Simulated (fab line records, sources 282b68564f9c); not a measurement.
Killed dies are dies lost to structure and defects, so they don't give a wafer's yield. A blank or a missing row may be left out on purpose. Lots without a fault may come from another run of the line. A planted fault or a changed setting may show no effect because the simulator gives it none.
Split-lot experiment | flow rit_cmos | 3 lots, 12 wafers read, on a route of 202 steps

THE SPLIT
At RIT_SDANNEAL_CLEAN_00 (cleans in SC1, time 600 s), the setting time_s was moved away from the recipe's 600 s on 6 of the 12 wafers read, by +32.8%. The other wafers ran this setting at the recipe's value.

FROM THE SPLIT TO THE READING: what the file shows between them, 11 steps
- RIT_M1_SPUTTER_00: material Al, target thk 400 nm, time 500 s (also split here: time_s)
- RIT_M1_RS_MEAS_01: measures by four-point-probe
- RIT_M1_THK_MEAS_02: measures by xrf
- RIT_M1_DEVELOP_08: develop time 68 s (also split here: develop_time_s)
- RIT_M1_CD_MEAS_09: target cd 2600 nm
- RIT_M1_HARDBAKE_11: time 120 s
- RIT_M1_METAL_ETCH_12: etches Al in Cl2/BCl3, stops on SiO2, time 165 s, target depth 600 nm
- RIT_M1_STRIP_13: strips in nmp, time 600 s
- RIT_M1_STRIP_14: strips in O2, time 180 s
- RIT_M1_CD_MEAS_90: target cd 2600 nm
- RIT_M1_ANNEAL_15: time 1800 s

THE READING
etest.nmos_0p15.drive_ua_um (the simulator's own value, which no gauge read), at RIT_M1_PROBE_99. The file gives no usual value for it. The 6 wafers here that ran the recipe average 471.9, standard deviation 22.

wafer  | tool, chamber at the split | time_s as run, s | against the recipe | etest.nmos_0p15.drive_ua_um | against lot-mates on the recipe
L079.1 | -, -                       | 797              | +32.8%             | 190.7                       | no lot-mate on the recipe
L079.2 | -, -                       | 797              | +32.8%             | 208.3                       | no lot-mate on the recipe
L079.3 | -, -                       | 797              | +32.8%             | 228.7                       | no lot-mate on the recipe
L079.4 | -, -                       | 797              | +32.8%             | 237.3                       | no lot-mate on the recipe
L079.5 | -, -                       | 797              | +32.8%             | 155.2                       | no lot-mate on the recipe
L079.6 | -, -                       | 797              | +32.8%             | 201.5                       | no lot-mate on the recipe
L080.1 | wet_bench-04, 3            | 600              | recipe             | 478.3                       | -
L080.2 | wet_bench-04, 3            | 600              | recipe             | 502.8                       | -
L080.6 | wet_bench-04, 3            | 600              | recipe             | 494.2                       | -
L085.2 | -, -                       | 600              | recipe             | 464.1                       | -
L085.3 | -, -                       | 600              | recipe             | 448.3                       | -
L085.6 | -, -                       | 600              | recipe             | 444                         | -

THE FIT
A straight line over all 12 wafers: etest.nmos_0p15.drive_ua_um changes by -8.17 for each +1% of time_s; r = -0.98; the points scatter about the line by 27.
Too few moved wafers have a lot-mate on the recipe to fit a line with each lot's own level taken away.

THE WHOLE CHAIN: every reading that the file lists as answering this split, in the file's order
step            | what it does | reading                                                                      | change (the file's fit)              | r (the file's)
RIT_M1_PROBE_99 |              | etest.nldd.width_nm (the simulator's own value, which no gauge read)         | -7.43 nm for each +1% of the setting | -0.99
RIT_M1_PROBE_99 |              | etest.pldd.width_nm (the simulator's own value, which no gauge read)         | -7.4 nm for each +1% of the setting  | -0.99
RIT_M1_PROBE_99 |              | etest.nmos_0p15.drive_ua_um (the simulator's own value, which no gauge read) | -8.17 for each +1% of the setting    | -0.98

THE FILE'S OWN FIT
etest.nmos_0p15.drive_ua_um changes by -8.17 for each +1% of time_s, r = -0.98.
